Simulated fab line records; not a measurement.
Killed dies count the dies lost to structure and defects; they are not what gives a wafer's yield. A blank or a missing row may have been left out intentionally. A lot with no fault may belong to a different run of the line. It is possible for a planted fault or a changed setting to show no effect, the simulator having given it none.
Matching of chambers + flow berkeley_cmos170 + cmp-01 running UCB170_V1_CMP_02: 4 sister chambers
The step polishes SiO2. 8 wafers are shown with their chamber, then 8 later ones without.

== WAFERS PAIRED WITH THEIR CHAMBERS ==
| wafer  | chamber | motor_current_A (A) |
|--------|---------|---------------------|
| L719.5 | 3       | 13.0                |
| L723.1 | 2       | 17.6                |
| L723.5 | 1       | 14.7                |
| L721.2 | 3       | 14.4                |
| L721.6 | 1       | 15.2                |
| L726.3 | 2       | 16.7                |
| L726.6 | 0       | 18.3                |
| L735.1 | 0       | 18.9                |

== WAFERS WHOSE CHAMBER IS MISSING ==
| wafer  | motor_current_A (A) |
|--------|---------------------|
| L735.5 | 17.6                |
| L735.6 | 14.4                |
| L737.1 | 14.8                |
| L737.2 | 17.9                |
| L737.5 | 14.4                |
| L738.1 | 14.0                |
| L738.2 | 17.0                |
| L738.4 | 14.8                |

== WHICH CHAMBER EACH ONE RAN IN ==
| wafer  | from the rows above     | in truth |
|--------|-------------------------|----------|
| L735.5 | can't be placed: 2 or 0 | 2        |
| L735.6 | can't be placed: 1 or 3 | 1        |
| L737.1 | can't be placed: 1 or 3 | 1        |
| L737.2 | can't be placed: 0 or 2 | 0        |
| L737.5 | can't be placed: 1 or 3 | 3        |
| L738.1 | can't be placed: 3 or 1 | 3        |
| L738.2 | 2                       | 2        |
| L738.4 | can't be placed: 1 or 3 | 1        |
Placed correctly: 1 of 8. Unplaceable from these rows: 7, with the true chamber sitting among the candidates in 7. 0 placed wrongly.
How it was worked out, from the rows above alone: a wafer's distance from a chamber is the root of the sum, over the readings, of the square of ((its reading less the chamber's mean) divided by the reading's scatter). If the next closest chamber is less than 2 further off than the closest, the wafer can't be placed; otherwise it belongs to the closest. A chamber's mean is the mean of its shown wafers. The scatter: the root of (the sum of the squares of (reading less its chamber's mean) over the shown wafers, divided by (wafers less chambers)).
